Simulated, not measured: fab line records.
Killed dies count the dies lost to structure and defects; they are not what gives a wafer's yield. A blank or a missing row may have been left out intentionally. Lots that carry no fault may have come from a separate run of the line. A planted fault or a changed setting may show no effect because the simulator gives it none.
Matching of chambers | flow berkeley cmos170 | UCB170_V2_CMP_02 on cmp-02: 4 sister chambers
The step polishes SiO2. 4 wafers are shown with their chamber, then 7 later ones without.

## WAFERS, EACH WITH ITS CHAMBER
wafer  | chamber | motor current A (A)
L807.6 | 2       | 17.7
L816.6 | 3       | 16.4
L817.1 | 1       | 18.1
L817.2 | 0       | 18.5

## WAFERS WITH NO CHAMBER GIVEN
wafer  | motor current A (A)
L817.5 | 17.2
L823.3 | 18.3
L823.4 | 15.9
L823.6 | 15.7
L822.2 | 18.6
L822.3 | 16.0
L822.4 | 17.0

## WHICH CHAMBER EACH ONE RAN IN
wafer  | from the rows above               | in truth
L817.5 | can't be placed: 2 or 3 or 1 or 0 | 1
L823.3 | can't be placed: 0 or 1 or 2      | 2
L823.4 | 3                                 | 3
L823.6 | 3                                 | 3
L822.2 | can't be placed: 0 or 1 or 2      | 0
L822.3 | 3                                 | 3
L822.4 | can't be placed: 3 or 2 or 1 or 0 | 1
Placed correctly: 3 of 7. Not placeable from these rows: 4 (in 4, the candidates include the true chamber). Wrongly placed: 0.
How it was worked out, from the rows above alone: a wafer's distance from a chamber is the root of the sum, over the readings, of the square of ((its reading less the chamber's mean) divided by the reading's scatter). If the next closest chamber is less than 2 further off than the closest, the wafer can't be placed; otherwise it belongs to the closest. A chamber's mean is the mean of its shown wafers. The scatter: with one shown wafer a chamber, the root of the mean of the squares of how far each hidden wafer lies from its nearest shown one.
